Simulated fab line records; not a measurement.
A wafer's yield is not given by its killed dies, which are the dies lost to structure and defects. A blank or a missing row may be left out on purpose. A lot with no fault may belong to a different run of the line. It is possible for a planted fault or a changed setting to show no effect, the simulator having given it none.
Split-lot experiment :: flow ritCmos :: 27 wafers read from 5 lots, route of 202 steps

ON THE SPLIT
At RIT_SPACER_ETCHBACK_05 (etches Si3N4 in SF6/CHF3, stops on SiO2, target depth 250 nm, time 240 s), the setting timeS was moved away from the recipe's 240 s on 6 of the 27 wafers read, by -59.1% to +39.0%. The other wafers ran this setting at the recipe's value.

The reading comes from the split's own step.

THE READING
oesProductAu, in a.u., at RIT_SPACER_ETCHBACK_05 (etches Si3N4 in SF6/CHF3, stops on SiO2, target depth 250 nm, time 240 s). On this fab line, fault-free wafers typically give 0.840 a.u. with a standard deviation of 0.011 a.u.

wafer: L076.3
tool, chamber at the split: rieDiel-03, 1
timeS as run, s: 240
against the recipe: recipe
oesProductAu, a.u.: 0.818
against lot-mates on the recipe: -

wafer: L076.4
tool, chamber at the split: rieDiel-03, 0
timeS as run, s: 240
against the recipe: recipe
oesProductAu, a.u.: 0.861
against lot-mates on the recipe: -

wafer: L076.6
tool, chamber at the split: rieDiel-03, 2
timeS as run, s: 240
against the recipe: recipe
oesProductAu, a.u.: 0.803
against lot-mates on the recipe: -

wafer: L079.1
tool, chamber at the split: rieDiel-02, 3
timeS as run, s: 240
against the recipe: recipe
oesProductAu, a.u.: 0.841
against lot-mates on the recipe: -

wafer: L079.2
tool, chamber at the split: rieDiel-02, 2
timeS as run, s: 240
against the recipe: recipe
oesProductAu, a.u.: 0.842
against lot-mates on the recipe: -

wafer: L079.3
tool, chamber at the split: rieDiel-02, 0
timeS as run, s: 240
against the recipe: recipe
oesProductAu, a.u.: 0.831
against lot-mates on the recipe: -

wafer: L079.4
tool, chamber at the split: rieDiel-02, 1
timeS as run, s: 240
against the recipe: recipe
oesProductAu, a.u.: 0.836
against lot-mates on the recipe: -

wafer: L079.5
tool, chamber at the split: rieDiel-02, 2
timeS as run, s: 240
against the recipe: recipe
oesProductAu, a.u.: 0.840
against lot-mates on the recipe: -

wafer: L079.6
tool, chamber at the split: rieDiel-02, 3
timeS as run, s: 240
against the recipe: recipe
oesProductAu, a.u.: 0.846
against lot-mates on the recipe: -

wafer: L082.1
tool, chamber at the split: rieDiel-02, 3
timeS as run, s: 240
against the recipe: recipe
oesProductAu, a.u.: 0.847
against lot-mates on the recipe: -

wafer: L082.2
tool, chamber at the split: rieDiel-02, 2
timeS as run, s: 240
against the recipe: recipe
oesProductAu, a.u.: 0.838
against lot-mates on the recipe: -

wafer: L082.3
tool, chamber at the split: rieDiel-02, 0
timeS as run, s: 240
against the recipe: recipe
oesProductAu, a.u.: 0.839
against lot-mates on the recipe: -

wafer: L082.4
tool, chamber at the split: rieDiel-02, 1
timeS as run, s: 98.2
against the recipe: -59.1%
oesProductAu, a.u.: 0.997
against lot-mates on the recipe: +0.156

wafer: L082.5
tool, chamber at the split: rieDiel-02, 1
timeS as run, s: 98.2
against the recipe: -59.1%
oesProductAu, a.u.: 1.010
against lot-mates on the recipe: +0.169

wafer: L082.6
tool, chamber at the split: rieDiel-02, 0
timeS as run, s: 98.2
against the recipe: -59.1%
oesProductAu, a.u.: 1.032
against lot-mates on the recipe: +0.191

wafer: L083.1
tool, chamber at the split: rieDiel-02, 1
timeS as run, s: 240
against the recipe: recipe
oesProductAu, a.u.: 0.831
against lot-mates on the recipe: -

wafer: L083.2
tool, chamber at the split: rieDiel-02, 2
timeS as run, s: 240
against the recipe: recipe
oesProductAu, a.u.: 0.842
against lot-mates on the recipe: -

wafer: L083.3
tool, chamber at the split: rieDiel-02, 3
timeS as run, s: 240
against the recipe: recipe
oesProductAu, a.u.: 0.839
against lot-mates on the recipe: -

wafer: L083.4
tool, chamber at the split: rieDiel-02, 0
timeS as run, s: 240
against the recipe: recipe
oesProductAu, a.u.: 0.830
against lot-mates on the recipe: -

wafer: L083.5
tool, chamber at the split: rieDiel-02, 3
timeS as run, s: 240
against the recipe: recipe
oesProductAu, a.u.: 0.849
against lot-mates on the recipe: -

wafer: L083.6
tool, chamber at the split: rieDiel-02, 2
timeS as run, s: 240
against the recipe: recipe
oesProductAu, a.u.: 0.844
against lot-mates on the recipe: -

wafer: L084.1
tool, chamber at the split: rieDiel-04, 2
timeS as run, s: 240
against the recipe: recipe
oesProductAu, a.u.: 0.857
against lot-mates on the recipe: -

wafer: L084.2
tool, chamber at the split: rieDiel-04, 0
timeS as run, s: 240
against the recipe: recipe
oesProductAu, a.u.: 0.850
against lot-mates on the recipe: -

wafer: L084.3
tool, chamber at the split: rieDiel-04, 1
timeS as run, s: 333.5
against the recipe: +39.0%
oesProductAu, a.u.: 0.834
against lot-mates on the recipe: -0.019

wafer: L084.4
tool, chamber at the split: rieDiel-04, 3
timeS as run, s: 333.5
against the recipe: +39.0%
oesProductAu, a.u.: 0.822
against lot-mates on the recipe: -0.031

wafer: L084.5
tool, chamber at the split: rieDiel-04, 0
timeS as run, s: 240
against the recipe: recipe
oesProductAu, a.u.: 0.851
against lot-mates on the recipe: -

wafer: L084.6
tool, chamber at the split: rieDiel-04, 3
timeS as run, s: 333.5
against the recipe: +39.0%
oesProductAu, a.u.: 0.834
against lot-mates on the recipe: -0.019

THE FIT
A straight line over all 27 wafers: oesProductAu changes by -0.00207 a.u. for each +1% of timeS; r = -0.86; the points scatter about the line by 0.03 a.u.
The same after taking each lot's own level away (the mean of its wafers on the recipe; 27 wafers): -0.00215 a.u. for each +1%; r = -0.90; scatter 0.026 a.u.
That fit puts the effect of the largest move of timeS on the reading at 0.13 a.u.
The lots' own levels span 0.8273 to 0.8527 a.u., that is 2.3 times the standard deviation above.
The two slopes agree, so the slope changes little with the lot-to-lot level.
Check: with one of the wafers moved furthest among these (-59.1%) left out of the fit, the line predicts +0.133 a.u. for it against its lot-mates. It came out at +0.156 a.u. against them.
Tool readings at the split's step, against how far the setting was moved: oesProductAu r = -0.86.

OTHER SPLITS APPLIED TO THESE WAFERS
Before the reading, these wafers also passed through other splits. Each is held against what the fit with the lots' levels taken away leaves over:
other split on the same wafers: RIT_GATE_DEVELOP_15 developTimeS
wafers away from the commonest value: 9
r with oesProductAu (lot level and that fit taken away): +0.35

THE WHOLE CHAIN: every reading that the file lists as answering this split, in the file's order
step: RIT_SPACER_ETCHBACK_05
what it does: etches Si3N4 in SF6/CHF3, stops on SiO2, target depth 250 nm, time 240 s
reading: oesProductAu
change (the file's fit): -0.0022 a.u. for each +1% of the setting
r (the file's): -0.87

step: RIT_SPACER_ETCHBACK_05
what it does: etches Si3N4 in SF6/CHF3, stops on SiO2, target depth 250 nm, time 240 s
reading: poly-Si_of_GATE_CVD_08.thkNm (the simulator's own value, which no gauge read)
change (the file's fit): -0.668 nm for each +1% of the setting
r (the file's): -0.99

step: RIT_SPACER_ETCHBACK_05
what it does: etches Si3N4 in SF6/CHF3, stops on SiO2, target depth 250 nm, time 240 s
reading: Si3N4_of_SPACER_CVD_03.thkNm (the simulator's own value, which no gauge read)
change (the file's fit): -0.543 nm for each +1% of the setting
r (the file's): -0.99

step: RIT_SDANNEAL_CLEAN_00
what it does: cleans in SC1, time 600 s
reading: SiO2_of_FOX2_OXIDATION_00.thkNm (the simulator's own value, which no gauge read)
change (the file's fit): -0.517 nm for each +1% of the setting
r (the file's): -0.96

FILE'S OWN FIT
oesProductAu changes by -0.0022 a.u. for each +1% of timeS, r = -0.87.
